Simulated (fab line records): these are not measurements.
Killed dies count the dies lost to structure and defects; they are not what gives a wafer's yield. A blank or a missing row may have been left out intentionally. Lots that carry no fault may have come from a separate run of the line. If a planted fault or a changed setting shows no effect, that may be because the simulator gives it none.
fab line records	flow berkeleyCmos170	part 1 of 2: steps 1 to 26 of 36
[record] lots = 5	wafers = 15	lastDay = 12
route steps=331 shown ACTIVE@72 PFIELD@79 FIELD@89 SACOX@97 SCREENOX@100 NVT@104
lots that met no fault: taken from a fault-free run of the same line
startH: hours from the record's opening day to when the first of the lot's shown wafers began	waitH: hours from the lot's prior step to this one	" identical to the entry in the row above	L1.1+2: a row that stands for several wafers	- no value, or no start given	* or withheld: withheld	< > ~ a bound
route shown NAME@n: names a module that has steps shown in the file, with the first one's number in the route	usual: mean/standard deviation taken from wafers without a fault	same: alike in all rows	chamber/n: place in a boat	sites: each site's reading	_std_site: standard deviation of those values	_edge_site: the outer-site mean with the inner-site mean subtracted	radiusMm: for every site, how far away it sits from the centre of the wafer	mask NAME#n: copy n	behind: the tool/chamber that last shaped the wafer	hold: reason for holding the lot/hours on hold/outcome of the hold	device: names the non-switching transistor (n, p or np)	end of line: tests run on the same wafers once the route is complete	where a step has no rows: the recipe by itself	killed: dies lost to structure and defects at the first sort, not the wafer's yield	map: a wafer's dies, x killed, . not, _ none there
set.NAME: setting as actually run; set.NAME@STEP: the setting as run at that earlier step	model.NAME: the simulator's own value behind a step, which no gauge read
a table for each step, a row for each wafer; lots at some steps of the route
services: a tool's chamber out of use, with start hour (startH, from the record's first day; less than 0 if before it), hours out, and reason
[[steps]]
[step UCB170_ACTIVE_DEVELOP_12]
[recipe] developer = TMAH	developTimeS = 45	resist = KrF	devTempC = 21
[usual] developerTempC = 21.03/0.11	exhaustPa = 45.1/0.9
lot.wafer	tool	chamber	startH	waitH	developerTempC	exhaustPa
L083.4	lithoTrack-04	0	-	-	20.92	44.5
L083.5	"	0	"	"	21.09	45.8
L083.6	"	0	"	"	21.03	45.2
L085.1	lithoTrack-02	0	-	-	21.20	44.7
L085.2	"	0	"	"	21.17	47.3
L085.4	"	0	"	"	21.05	45.0
L084.1	lithoTrack-02	0	-	-	21.12	46.2
L084.3	"	0	"	"	21.14	45.5
L084.6	"	0	"	"	21.15	44.9
L087.1	lithoTrack-04	0	-	-	21.14	46.3
L087.2	"	0	"	"	20.99	46.3
L087.4	"	0	"	"	21.07	44.4
L093.2	lithoTrack-02	0	-	-	20.92	46.0
L093.5	"	0	"	"	21.07	44.6
L093.6	"	0	"	"	21.02	45.3
[step UCB170_ACTIVE_CD_MEAS_13]
[recipe] targetCdNm = 1200
[usual] cdNm = 1199.8/1.3
lot.wafer	tool	chamber	startH	waitH	cdNm
L083.4	cdSem-01	-	123.95	-	1201.2
L083.5	"	-	"	"	1202.4
L083.6	"	-	"	"	1201.8
L085.1	cdSem-01	-	142.71	-	1200.3
L085.2	"	-	"	"	1201.0
L085.4	"	-	"	"	1200.6
L084.1	cdSem-01	-	143.26	-	1200.5
L084.3	"	-	"	"	1199.6
L084.6	"	-	"	"	1198.6
L087.1	cdSem-01	-	156.92	-	1197.5
L087.2	"	-	"	"	1198.6
L087.4	"	-	"	"	1197.9
L093.2	cdSem-02	-	191.39	-	1199.1
L093.5	"	-	"	"	1200.9
L093.6	"	-	"	"	1200.6
[step UCB170_ACTIVE_OVL_MEAS_14]
[usual] ACTIVE_OVL = -2/4.4
lot.wafer	tool	chamber	startH	waitH	ACTIVE_OVL[nm]
L083.4	overlay-01	-	124.03	0.1	-4
L083.5	"	-	"	"	4
L083.6	"	-	"	"	-5
L085.1	overlay-02	-	142.83	0.1	-2
L085.2	"	-	"	"	-10
L085.4	"	-	"	"	-6
L084.1	overlay-01	-	143.38	0.1	0
L084.3	"	-	"	"	-8
L084.6	"	-	"	"	-8
L087.1	overlay-02	-	157.04	0.1	-7
L087.2	"	-	"	"	-12
L087.4	"	-	"	"	-9
L093.2	overlay-02	-	191.49	0.1	-6
L093.5	"	-	"	"	-4
L093.6	"	-	"	"	-7
[step UCB170_ACTIVE_ETCH_15]
[recipe] chemistry = CH3F/Ar/O2	target = Si3N4	stopOn = SiO2	CH3F_flow_sccm = 20	Ar_flow_sccm = 50	O2_flow_sccm = 7	pressureMtorr = 50	rfW = 450	targetDepthA = 2420	overEtchFrac = 0.1	timeS = 151
[usual] drypumpMotorCurrentA = 5.8/0.5	oesProductAu = 0.938/0.016	throttleValvePct = 8.04/0.11
lot.wafer	tool	chamber	startH	waitH	drypumpMotorCurrentA	oesProductAu	rfHoursCounterH	throttleValvePct
L083.4	rieDiel-02	2	124.05	0.0	5.2	0.929	34	8.09
L083.5	"	0	"	"	6.1	0.942	-	8.00
L083.6	"	3	"	"	5.5	0.920	-	8.17
L085.1	rieDiel-02	3	142.87	0.0	5.5	0.918	17	8.19
L085.2	"	0	"	"	6.1	0.955	64	8.00
L085.4	"	2	"	"	5.2	0.948	35	8.09
L084.1	rieDiel-01	2	143.42	0.0	6.8	0.955	154	7.78
L084.3	"	2	"	"	6.8	0.959	-	7.77
L084.6	"	1	"	"	5.9	0.953	-	8.08
L087.1	rieDiel-04	3	157.07	0.0	6.0	0.925	133	7.99
L087.2	"	0	"	"	5.4	0.943	93	8.09
L087.4	"	3	"	"	6.0	0.929	-	7.99
L093.2	rieDiel-02	3	191.52	0.0	5.5	0.922	19	8.17
L093.5	"	1	"	"	6.3	0.932	-	8.07
L093.6	"	0	"	"	6.1	0.966	-	8.02
[step UCB170_ACTIVE_STRIP_16]
[recipe] chemistry = O2	powerW = 400	pressureMtorr = 3500	platenTempC = withheld	o2FlowSccm = 400	overashFraction = 0.5
[usual] drypumpMotorCurrentA = 5.4/0.55	oesProductAu = 0.721/0.0044	stripTimeToEndpointS = 18.08/0.065
lot.wafer	tool	chamber	startH	waitH	drypumpMotorCurrentA	oesProductAu	rfHoursCounterH	stripTimeToEndpointS
L083.4	plasmaAsher-04	0	124.18	0.1	6.0	0.718	-	18.12
L083.5	"	0	"	"	6.0	0.718	-	18.12
L083.6	"	1	"	"	4.6	0.723	-	18.22
L085.1	plasmaAsher-02	0	142.97	0.1	5.1	0.712	42	18.12
L085.2	"	1	"	"	6.0	0.723	42	18.12
L085.4	"	0	"	"	5.1	0.723	-	18.12
L084.1	plasmaAsher-02	1	143.57	0.1	6.0	0.721	42	18.07
L084.3	"	1	"	"	6.0	0.726	-	18.05
L084.6	"	0	"	"	5.1	0.721	-	18.13
L087.1	plasmaAsher-02	0	157.18	0.1	5.2	0.710	44	18.14
L087.2	"	1	"	"	6.0	0.721	44	18.19
L087.4	"	0	"	"	5.1	0.725	-	18.10
L093.2	plasmaAsher-02	0	191.62	0.1	5.1	0.722	47	18.14
L093.5	"	0	"	"	5.1	0.720	-	18.11
L093.6	"	1	"	"	6.0	0.724	-	18.16
[step UCB170_ACTIVE_CD_MEAS_90]
[recipe] targetCdNm = 1200
[usual] cdNm = 1199.8/1.2
lot.wafer	tool	chamber	startH	waitH	cdNm
L083.4	cdSem-02	-	124.31	0.1	1201.2
L083.5	"	-	"	"	1202.2
L083.6	"	-	"	"	1201.5
L085.1	cdSem-02	-	143.11	0.1	1200.0
L085.2	"	-	"	"	1200.5
L085.4	"	-	"	"	1200.5
L084.1	cdSem-02	-	143.67	0.1	1200.2
L084.3	"	-	"	"	1199.6
L084.6	"	-	"	"	1198.7
L087.1	cdSem-02	-	157.28	0.1	1197.9
L087.2	"	-	"	"	1198.8
L087.4	"	-	"	"	1197.5
L093.2	cdSem-01	-	191.74	0.1	1199.5
L093.5	"	-	"	"	1200.8
L093.6	"	-	"	"	1201.0
[step UCB170_ACTIVE_CLEAN_17]
[recipe] chemistry = SPM	tempC = 120	timeS = 600
[usual] bathGuardTempC = 119.8/0.56
lot.wafer	tool	chamber	startH	waitH	bathGuardTempC
L083.4	wetBench-02	2	124.88	0.5	120.0
L083.5	"	2	"	"	120.3
L083.6	"	2	"	"	120.3
L085.1	wetBench-01	3	143.23	0.1	119.2
L085.2	"	3	"	"	119.4
L085.4	"	3	"	"	119.0
L084.1	wetBench-01	3	143.88	0.2	119.0
L084.3	"	3	"	"	119.5
L084.6	"	3	"	"	119.3
L087.1	wetBench-02	2	157.67	0.4	119.7
L087.2	"	2	"	"	120.1
L087.4	"	2	"	"	120.0
L093.2	wetBench-01	3	191.97	0.2	119.1
L093.5	"	3	"	"	118.9
L093.6	"	3	"	"	119.2
[step UCB170_PFIELD_HMDS_00]
[recipe] primeTimeS = 60	primeTempC = 100
[usual] exhaustPa = 44.9/1
lot.wafer	tool	chamber	startH	waitH	exhaustPa
L083.4	lithoTrack-01	0	125.43	0.4	44.4
L083.5	"	0	"	"	45.8
L083.6	"	0	"	"	44.8
L085.1	lithoTrack-02	0	143.42	0.0	45.6
L085.2	"	0	"	"	44.3
L085.4	"	0	"	"	44.7
L084.1	lithoTrack-01	0	144.07	0.0	45.9
L084.3	"	0	"	"	46.8
L084.6	"	0	"	"	45.8
L087.1	lithoTrack-01	0	158.08	0.2	44.2
L087.2	"	0	"	"	44.4
L087.4	"	0	"	"	44.5
L093.2	lithoTrack-01	0	192.43	0.3	44.3
L093.5	"	0	"	"	46.0
L093.6	"	0	"	"	45.7
[step UCB170_PFIELD_COAT_01]
[recipe] resist = KrF	spinRpm = 1500	resistThkNm = 900
[usual] exhaustPa = 45.0/0.86
lot.wafer	tool	chamber	startH	waitH	exhaustPa
L083.4	lithoTrack-01	0	125.58	0.1	44.5
L083.5	"	0	"	"	44.9
L083.6	"	0	"	"	45.1
L085.1	lithoTrack-02	0	143.57	0.1	44.6
L085.2	"	0	"	"	45.0
L085.4	"	0	"	"	44.4
L084.1	lithoTrack-01	0	144.22	0.1	46.5
L084.3	"	0	"	"	46.4
L084.6	"	0	"	"	46.2
L087.1	lithoTrack-01	0	158.23	0.1	44.2
L087.2	"	0	"	"	44.6
L087.4	"	0	"	"	44.9
L093.2	lithoTrack-01	0	192.58	0.1	46.1
L093.5	"	0	"	"	45.3
L093.6	"	0	"	"	44.7
[step UCB170_PFIELD_SOFTBAKE_02]
[recipe] resist = KrF	tempC = 130	timeS = 60
[usual] exhaustPa = 45.0/0.84	heaterPowerTotalW = 56.80/0.049
lot.wafer	tool	chamber	startH	waitH	exhaustPa	heaterPowerTotalW
L083.4	lithoTrack-01	0	125.73	0.1	45.2	56.87
L083.5	"	0	"	"	45.8	56.87
L083.6	"	0	"	"	45.5	56.82
L085.1	lithoTrack-02	0	143.72	0.1	46.2	56.77
L085.2	"	0	"	"	45.8	56.76
L085.4	"	0	"	"	45.1	56.80
L084.1	lithoTrack-01	0	144.37	0.1	44.3	56.78
L084.3	"	0	"	"	45.3	56.75
L084.6	"	0	"	"	45.0	56.82
L087.1	lithoTrack-01	0	158.38	0.1	43.9	56.84
L087.2	"	0	"	"	44.9	56.87
L087.4	"	0	"	"	44.7	56.81
L093.2	lithoTrack-01	0	192.73	0.1	43.3	56.73
L093.5	"	0	"	"	44.2	56.81
L093.6	"	0	"	"	44.6	56.85
[step UCB170_PFIELD_EXPOSE_03]
[recipe] maskId = PFIELD	na = 0.5	sigmaOuter = 0.6	sourceShape = conventional	targetCdNm = 1500	doseMj = 30
[same] sigmaOuter = 0.6
lot.wafer	tool	chamber	startH	waitH	mask
L083.4+5+6	krfScanner-02	0	125.98	0.2	PFIELD#0
L085.1+2+4	krfScanner-01	0	143.99	0.2	PFIELD#0
L084.1+3+6	krfScanner-02	0	144.65	0.2	PFIELD#0
L087.1+2+4	krfScanner-01	0	158.65	0.2	PFIELD#0
L093.2+5+6	krfScanner-01	0	-	-	PFIELD#0
[step UCB170_PFIELD_PEB_04]
[recipe] pebTempC = 130	pebTimeS = withheld	resist = KrF
[usual] exhaustPa = 45.1/0.87	heaterPowerTotalW = 56.80/0.049
lot.wafer	tool	chamber	startH	waitH	exhaustPa	heaterPowerTotalW
L083.4	lithoTrack-01	0	126.33	0.3	44.8	56.79
L083.5	"	0	"	"	43.9	56.79
L083.6	"	0	"	"	45.7	56.83
L085.1	lithoTrack-02	0	144.11	0.1	45.0	56.86
L085.2	"	0	"	"	43.8	56.79
L085.4	"	0	"	"	44.3	56.79
L084.1	lithoTrack-01	0	145.42	0.8	44.5	56.82
L084.3	"	0	"	"	46.4	56.78
L084.6	"	0	"	"	45.1	56.76
L087.1	lithoTrack-02	0	158.77	0.1	44.7	56.81
L087.2	"	0	"	"	44.1	56.86
L087.4	"	0	"	"	43.9	56.73
L093.2	lithoTrack-03	0	-	-	45.4	56.75
L093.5	"	0	"	"	46.3	56.85
L093.6	"	0	"	"	46.2	56.82
[step UCB170_PFIELD_DEVELOP_05]
[recipe] developer = TMAH	developTimeS = 45	resist = KrF	devTempC = 21
[usual] developerTempC = 21.01/0.1	exhaustPa = 44.9/0.81
lot.wafer	tool	chamber	startH	waitH	developerTempC	exhaustPa
L083.4	lithoTrack-01	0	-	-	20.81	43.7
L083.5	"	0	"	"	20.96	43.8
L083.6	"	0	"	"	20.81	44.9
L085.1	lithoTrack-02	0	-	-	21.01	45.6
L085.2	"	0	"	"	21.06	45.2
L085.4	"	0	"	"	21.01	45.8
L084.1	lithoTrack-01	0	-	-	20.97	44.4
L084.3	"	0	"	"	21.01	45.3
L084.6	"	0	"	"	20.77	46.5
L087.1	lithoTrack-02	0	-	-	21.01	45.7
L087.2	"	0	"	"	20.96	45.9
L087.4	"	0	"	"	20.91	45.2
L093.2	lithoTrack-03	0	-	-	21.09	43.8
L093.5	"	0	"	"	20.98	45.5
L093.6	"	0	"	"	21.09	44.3
[step UCB170_PFIELD_OVL_MEAS_06]
[usual] PFIELD_OVL = 2/5.9
lot.wafer	tool	chamber	startH	waitH	PFIELD_OVL[nm]
L083.4	overlay-01	-	126.54	-	4
L083.5	"	-	"	"	3
L083.6	"	-	"	"	5
L085.1	overlay-02	-	144.38	-	1
L085.2	"	-	"	"	2
L085.4	"	-	"	"	1
L084.1	overlay-01	-	145.70	-	9
L084.3	"	-	"	"	6
L084.6	"	-	"	"	6
L087.1	overlay-01	-	159.04	-	1
L087.2	"	-	"	"	0
L087.4	"	-	"	"	3
L093.2	overlay-01	-	194.42	-	4
L093.5	"	-	"	"	7
L093.6	"	-	"	"	6
[step UCB170_PFIELD_IMPLANT_07]
[recipe] species = B	doseCm2 = 2e+13	energyKev = 80	tiltDeg = 7
[usual] beamOnS = 9.98/0.19	faradayCurrentUA = 63.6/1.2
lot.wafer	tool	chamber	startH	waitH	beamOnS	faradayCurrentUA
L083.4	implanter-03	0	126.64	0.1	10.08	63.4
L083.5	"	0	"	"	10.17	62.5
L083.6	"	0	"	"	9.99	63.8
L085.1	implanter-03	0	144.42	0.0	9.88	64.3
L085.2	"	0	"	"	9.88	64.1
L085.4	"	0	"	"	9.94	64.1
L084.1	implanter-04	0	145.74	0.0	10.22	61.9
L084.3	"	0	"	"	10.18	62.3
L084.6	"	0	"	"	10.42	60.7
L087.1	implanter-03	0	159.08	0.0	10.35	61.4
L087.2	"	0	"	"	10.25	62.0
L087.4	"	0	"	"	10.20	62.0
L093.2	implanter-04	0	194.48	0.0	9.89	63.9
L093.5	"	0	"	"	9.92	64.2
L093.6	"	0	"	"	9.78	64.9
[step UCB170_PFIELD_STRIP_08]
[recipe] chemistry = O2	powerW = 400	pressureMtorr = 3500	platenTempC = withheld	o2FlowSccm = 400	overashFraction = 0.5
[usual] drypumpMotorCurrentA = 5.7/0.64	oesProductAu = 0.734/0.0047	stripTimeToEndpointS = 21.61/0.065
lot.wafer	tool	chamber	startH	waitH	drypumpMotorCurrentA	oesProductAu	rfHoursCounterH	stripTimeToEndpointS
L083.4	plasmaAsher-01	0	126.75	0.1	6.6	0.726	-	21.68
L083.5	"	0	"	"	6.6	0.728	-	21.72
L083.6	"	1	"	"	5.5	0.739	-	21.68
L085.1	plasmaAsher-04	0	144.57	0.1	6.0	0.736	41	21.57
L085.2	"	1	"	"	4.7	0.736	41	21.56
L085.4	"	1	"	"	4.7	0.734	-	21.55
L084.1	plasmaAsher-01	0	145.89	0.1	6.6	0.726	37	21.60
L084.3	"	1	"	"	5.5	0.733	-	21.63
L084.6	"	0	"	"	6.6	0.726	-	21.64
L087.1	plasmaAsher-04	1	159.23	0.1	4.7	0.735	44	21.53
L087.2	"	0	"	"	6.1	0.731	44	21.56
L087.4	"	1	"	"	4.7	0.734	-	21.65
L093.2	plasmaAsher-01	1	194.60	0.1	5.5	0.737	43	21.64
L093.5	"	0	"	"	6.5	0.724	-	21.61
L093.6	"	1	"	"	5.5	0.738	-	21.51
[step UCB170_PFIELD_TW_MEAS_09]
[usual] PFIELD_TW = 610/7.3
lot.wafer	tool	chamber	startH	waitH	PFIELD_TW
L083.4	filmMetro-03	-	126.84	0.1	612
L083.5	"	-	"	"	615
L083.6	"	-	"	"	613
L085.1	filmMetro-03	-	144.67	0.1	616
L085.2	"	-	"	"	616
L085.4	"	-	"	"	617
L084.1	filmMetro-01	-	145.98	0.1	598
L084.3	"	-	"	"	600
L084.6	"	-	"	"	599
L087.1	filmMetro-03	-	159.33	0.1	615
L087.2	"	-	"	"	614
L087.4	"	-	"	"	622
L093.2	filmMetro-01	-	194.71	0.1	602
L093.5	"	-	"	"	602
L093.6	"	-	"	"	604
[step UCB170_FIELD_CLEAN_00]
[recipe] chemistry = dHF	dilution = 25:1	timeS = 7.5
lot.wafer	tool	chamber	startH	waitH
L083.4+5+6	wetBench-02	3	130.29	3.4
L085.1+2+4	wetBench-01	2	144.73	0.1
L084.1+3+6	wetBench-01	1	146.04	0.1
L087.1+2+4	wetBench-03	2	160.50	1.2
L093.2+5+6	wetBench-03	2	197.32	2.6
[step UCB170_FIELD_OXIDATION_01]
[recipe] tempC = 1000	ambient = H2O	pH2oTorr = 584.62	targetThkA = 5583	oxTimeS = 7200
[usual] oxTempC = 1000.0/0.42	spikeTcCentreC = 1001.1/1.1
lot.wafer	tool	chamber	startH	waitH	oxTempC	spikeTcCentreC
L083.4	furnace-01	0	136.03	5.7	999.8	1001.3
L083.5	"	0	"	"	999.1	1001.3
L083.6	"	0	"	"	999.7	1001.4
L084.1	furnace-04	0	148.19	2.1	1000.4	1001.6
L084.3	"	0	"	"	999.9	1001.3
L084.6	"	0	"	"	1000.3	1002.2
L085.1	furnace-04	0	148.19	3.4	1000.4	1000.2
L085.2	"	0	"	"	1000.2	1002.2
L085.4	"	0	"	"	1000.3	999.7
L087.1	furnace-04	0	166.40	5.9	1000.3	1000.2
L087.2	"	0	"	"	1000.8	1001.3
L087.4	"	0	"	"	1000.1	1002.1
L093.2	furnace-01	0	199.30	2.0	1000.1	1001.7
L093.5	"	0	"	"	1000.0	1001.3
L093.6	"	0	"	"	999.9	999.9
[step UCB170_FIELD_THK_MEAS_02]
[recipe] reads = SiO2_of_FIELD_OXIDATION_01
[usual] FIELD_OXIDE_THK = 566/10
lot.wafer	tool	chamber	startH	waitH	FIELD_OXIDE_THK[nm]
L083.4	filmMetro-03	-	139.06	0.0	570
L083.5	"	-	"	"	574
L083.6	"	-	"	"	569
L084.1	filmMetro-04	-	151.19	0.0	564
L084.3	"	-	"	"	575
L084.6	"	-	"	"	574
L085.1	filmMetro-03	-	151.19	0.0	588
L085.2	"	-	"	"	574
L085.4	"	-	"	"	573
L087.1	filmMetro-02	-	169.40	0.0	553
L087.2	"	-	"	"	550
L087.4	"	-	"	"	549
L093.2	filmMetro-02	-	202.38	0.1	556
L093.5	"	-	"	"	553
L093.6	"	-	"	"	550
[step UCB170_FIELD_ANNEAL_03]
[recipe] tempC = 1000	timeS = 1200	ambient = N2
[usual] spikeTcCentreC = 1001.6/1.3
lot.wafer	tool	chamber	startH	waitH	spikeTcCentreC
L083.4	furnace-01	0	143.23	4.2	1000.5
L083.5	"	0	"	"	1000.1
L083.6	"	0	"	"	1000.2
L084.1	furnace-04	0	154.10	2.9	1001.7
L084.3	"	0	"	"	1001.1
L084.6	"	0	"	"	1001.3
L085.1	furnace-04	0	154.10	2.9	1000.4
L085.2	"	0	"	"	1001.1
L085.4	"	0	"	"	1000.4
L087.1	furnace-02	0	172.69	3.3	1003.5
L087.2	"	0	"	"	1005.1
L087.4	"	0	"	"	1000.7
L093.2	furnace-04	0	202.64	0.2	1003.2
L093.5	"	0	"	"	1000.9
L093.6	"	0	"	"	1000.5
[step UCB170_FIELD_WET_ETCH_04]
[recipe] chemistry = dHF	dilution = 10:1	target = SiO2	tempC = 25	timeS = 60
lot.wafer	tool	chamber	startH	waitH
L083.4+5+6	wetBench-01	0	144.57	0.0
L084.1+3+6	wetBench-01	2	155.93	0.5
L085.1+2+4	wetBench-01	3	155.93	0.5
L087.1+2+4	wetBench-03	3	174.02	0.0
L093.2+5+6	wetBench-03	1	203.97	0.0
[step UCB170_FIELD_WET_ETCH_05]
[recipe] chemistry = H3PO4	target = Si3N4	tempC = 160	timeS = 12600
[usual] bathGuardTempC = 159.9/0.35
lot.wafer	tool	chamber	startH	waitH	bathGuardTempC
L083.4	wetBench-03	3	144.59	0.0	159.9
L083.5	"	3	"	"	159.8
L083.6	"	3	"	"	159.6
L084.1	wetBench-03	2	156.15	0.2	160.4
L084.3	"	2	"	"	160.7
L084.6	"	2	"	"	160.4
L085.1	wetBench-03	0	156.15	0.2	159.5
L085.2	"	0	"	"	159.7
L085.4	"	0	"	"	159.4
L087.1	wetBench-03	3	174.05	0.0	160.0
L087.2	"	3	"	"	160.2
L087.4	"	3	"	"	160.1
L093.2	wetBench-03	3	203.99	0.0	160.0
L093.5	"	3	"	"	160.0
L093.6	"	3	"	"	159.8
[step UCB170_FIELD_WET_ETCH_06]
[recipe] chemistry = BOE	dilution = 5:1	target = SiO2	tempC = 25	timeS = 22
lot.wafer	tool	chamber	startH	waitH
L083.4+5+6	wetBench-02	3	149.10	0.7
L084.1+3+6	wetBench-03	2	160.51	0.2
L085.1+2+4	wetBench-03	1	160.51	0.2
L087.1+2+4	wetBench-03	3	177.73	0.2
L093.2+5+6	wetBench-02	2	207.54	0.0
[step UCB170_FIELD_THK_MEAS_90]
[recipe] reads = SiO2_of_FIELD_OXIDATION_01
[usual] FIELD_OXIDE_LEFT_1_THK = 449/10
lot.wafer	tool	chamber	startH	waitH	FIELD_OXIDE_LEFT_1_THK[nm]
L083.4	filmMetro-02	-	149.25	0.1	453
L083.5	"	-	"	"	458
L083.6	"	-	"	"	453
L084.1	filmMetro-03	-	160.52	0.0	445
L084.3	"	-	"	"	457
L084.6	"	-	"	"	456
L085.1	filmMetro-03	-	160.58	0.1	470
L085.2	"	-	"	"	457
L085.4	"	-	"	"	455
L087.1	filmMetro-02	-	177.75	0.0	437
L087.2	"	-	"	"	433
L087.4	"	-	"	"	434
L093.2	filmMetro-02	-	207.63	0.1	440
L093.5	"	-	"	"	437
L093.6	"	-	"	"	433
[step UCB170_SACOX_CLEAN_00]
[recipe] chemistry = dHF	dilution = 25:1	timeS = 7.5
lot.wafer	tool	chamber	startH	waitH
L083.4+5+6	wetBench-03	3	149.28	0.0
L084.1+3+6	wetBench-03	1	160.58	0.1
L085.1+2+4	wetBench-03	0	160.64	0.1
L087.1+2+4	wetBench-03	1	177.92	0.2
L093.2+5+6	wetBench-02	1	207.75	0.1
